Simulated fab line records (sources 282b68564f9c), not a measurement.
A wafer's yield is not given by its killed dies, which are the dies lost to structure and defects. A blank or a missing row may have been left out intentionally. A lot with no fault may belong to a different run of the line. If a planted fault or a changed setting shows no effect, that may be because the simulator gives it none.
Which tool was responsible? || flow rit cmos || 42 wafers from 14 lots sampled at 2 of the route's 202 steps

WHAT EACH GAUGE READ, for each wafer
RIT_M1_CD_MEAS_09: the cd target is 2600 nm.
{"lot": "L231", "measured": "day 3 15:56", "on": "cd sem-02", "cd nm (nm)": "2598.4 2597.1 2598.5"}
{"lot": "L232", "measured": "day 3 18:57", "on": "cd sem-02", "cd nm (nm)": "2601.9 2600.1 2601.7"}
{"lot": "L233", "measured": "day 4 02:48", "on": "cd sem-02", "cd nm (nm)": "2599.5 2600.0 2600.2"}
{"lot": "L234", "measured": "day 4 05:11", "on": "cd sem-02", "cd nm (nm)": "2603.0 2601.8 2601.7"}
{"lot": "L236", "measured": "day 4 14:50", "on": "cd sem-02", "cd nm (nm)": "2596.9 2599.5 2597.8"}
{"lot": "L237", "measured": "day 4 20:01", "on": "cd sem-01", "cd nm (nm)": "2602.1 2600.4 2600.7"}
{"lot": "L238", "measured": "day 5 06:01", "on": "cd sem-02", "cd nm (nm)": "2599.4 2596.6 2598.3"}
{"lot": "L239", "measured": "day 5 10:28", "on": "cd sem-02", "cd nm (nm)": "2599.1 2597.4 2599.6"}
{"lot": "L240", "measured": "day 5 14:08", "on": "cd sem-02", "cd nm (nm)": "2600.7 2598.3 2598.0"}
{"lot": "L242", "measured": "day 6 02:37", "on": "cd sem-02", "cd nm (nm)": "2592.8 2593.6 2593.0"}
{"lot": "L244", "measured": "day 6 11:46", "on": "cd sem-02", "cd nm (nm)": "2593.3 2592.2 2593.4"}
{"lot": "L247", "measured": "day 7 01:41", "on": "cd sem-01", "cd nm (nm)": "2595.7 2594.6 2596.7"}
{"lot": "L250", "measured": "day 7 19:28", "on": "cd sem-02", "cd nm (nm)": "2600.5 2599.6 2598.2"}
{"lot": "L253", "measured": "day 8 08:34", "on": "cd sem-02", "cd nm (nm)": "2601.8 2601.7 2599.9"}

EACH LOT AND THE TOOL THAT RAN IT (in order: tool; ch and the chambers of the sampled wafers; start)
{"lot": "L231", "RIT_M1_DEVELOP_08": "litho track-03 ch 0, day 3 15:00"}
{"lot": "L232", "RIT_M1_DEVELOP_08": "litho track-04 ch 0, day 3 18:00"}
{"lot": "L233", "RIT_M1_DEVELOP_08": "litho track-02 ch 0, day 4 02:00"}
{"lot": "L234", "RIT_M1_DEVELOP_08": "litho track-03 ch 0, day 4 05:00"}
{"lot": "L236", "RIT_M1_DEVELOP_08": "litho track-02 ch 0, day 4 14:00"}
{"lot": "L237", "RIT_M1_DEVELOP_08": "litho track-04 ch 0, day 4 19:00"}
{"lot": "L238", "RIT_M1_DEVELOP_08": "litho track-03 ch 0, day 5 05:00"}
{"lot": "L239", "RIT_M1_DEVELOP_08": "litho track-03 ch 0, day 5 10:00"}
{"lot": "L240", "RIT_M1_DEVELOP_08": "litho track-02 ch 0, day 5 13:00"}
{"lot": "L242", "RIT_M1_DEVELOP_08": "litho track-03 ch 0, day 6 02:00"}
{"lot": "L244", "RIT_M1_DEVELOP_08": "litho track-03 ch 0, day 6 11:00"}
{"lot": "L247", "RIT_M1_DEVELOP_08": "litho track-02 ch 0, day 7 01:00"}
{"lot": "L250", "RIT_M1_DEVELOP_08": "litho track-02 ch 0, day 7 19:00"}
{"lot": "L253", "RIT_M1_DEVELOP_08": "litho track-04 ch 0, day 8 08:00"}
- RIT_M1_DEVELOP_08: develop time 68 s.

WHAT THE TOOLS THEMSELVES READ (means of the sampled wafers that have a number; where no wafer has one, the mark that the record gives instead)
RIT_M1_DEVELOP_08.
{"lot": "L231", "tool": "litho track-03", "developer temp C (C)": 23.04}
{"lot": "L232", "tool": "litho track-04", "developer temp C (C)": 22.88}
{"lot": "L233", "tool": "litho track-02", "developer temp C (C)": 22.99}
{"lot": "L234", "tool": "litho track-03", "developer temp C (C)": 23.08}
{"lot": "L236", "tool": "litho track-02", "developer temp C (C)": 22.94}
{"lot": "L237", "tool": "litho track-04", "developer temp C (C)": 23.08}
{"lot": "L238", "tool": "litho track-03", "developer temp C (C)": 23.09}
{"lot": "L239", "tool": "litho track-03", "developer temp C (C)": 23.00}
{"lot": "L240", "tool": "litho track-02", "developer temp C (C)": 22.91}
{"lot": "L242", "tool": "litho track-03", "developer temp C (C)": 20.76}
{"lot": "L244", "tool": "litho track-03", "developer temp C (C)": 20.73}
{"lot": "L247", "tool": "litho track-02", "developer temp C (C)": 22.82}
{"lot": "L250", "tool": "litho track-02", "developer temp C (C)": 23.07}
{"lot": "L253", "tool": "litho track-04", "developer temp C (C)": 22.80}

THE ANSWER, worked out from the rows above alone
Rule: the lots themselves supply what counts as usual. The widest of any qualifying gaps counts: lots, ordered by their means at a reading, are off when they make up no more than a third of the lots, leave a main group of 4 or more, and stand apart from it by 3 or more times the standard deviation of that group's means. The tables above print the reading to a certain number of digits; a main group whose means all agree to those digits is not used. A lot without any number at a reading at which 4 lots or more have one is off too. Where the step has rows for the other lots, those lots are counted as sound. Order of review: gauges by route order, followed by the tools' own readings, for which a lot's mean as printed above is used. The first step at which some lot is off is used, and at that step the reading that is off furthest; a lot without a number counts as furthest.
Off, at RIT_M1_DEVELOP_08 on developer temp C: L242, L244. Mean 22.98 C and standard deviation 0.099 in the main group.
A tool fits if, at that step or a process step before it, it ran every lot that is off, and no sound lot after the first of them. One fits: RIT_M1_DEVELOP_08 on litho track-03. Its last sound lot is L239 (day 5 10:00), its first lot that is off L242 (day 6 02:00): a fault that began between those two fits.
The tool's own readings at RIT_M1_DEVELOP_08 bear it out: on the lots that are off they differ by more than 5 times the standard deviation of the sound lots' means. developer temp C reads 20.75 C there against 22.98 C on the sound lots.

WHAT THE SIMULATOR HAD INSERTED
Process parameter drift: litho track-03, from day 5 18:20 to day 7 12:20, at RIT_M1_DEVELOP_08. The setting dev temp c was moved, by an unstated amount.
Struck lots among those shown: L242, L244. The same result came from the rule above.
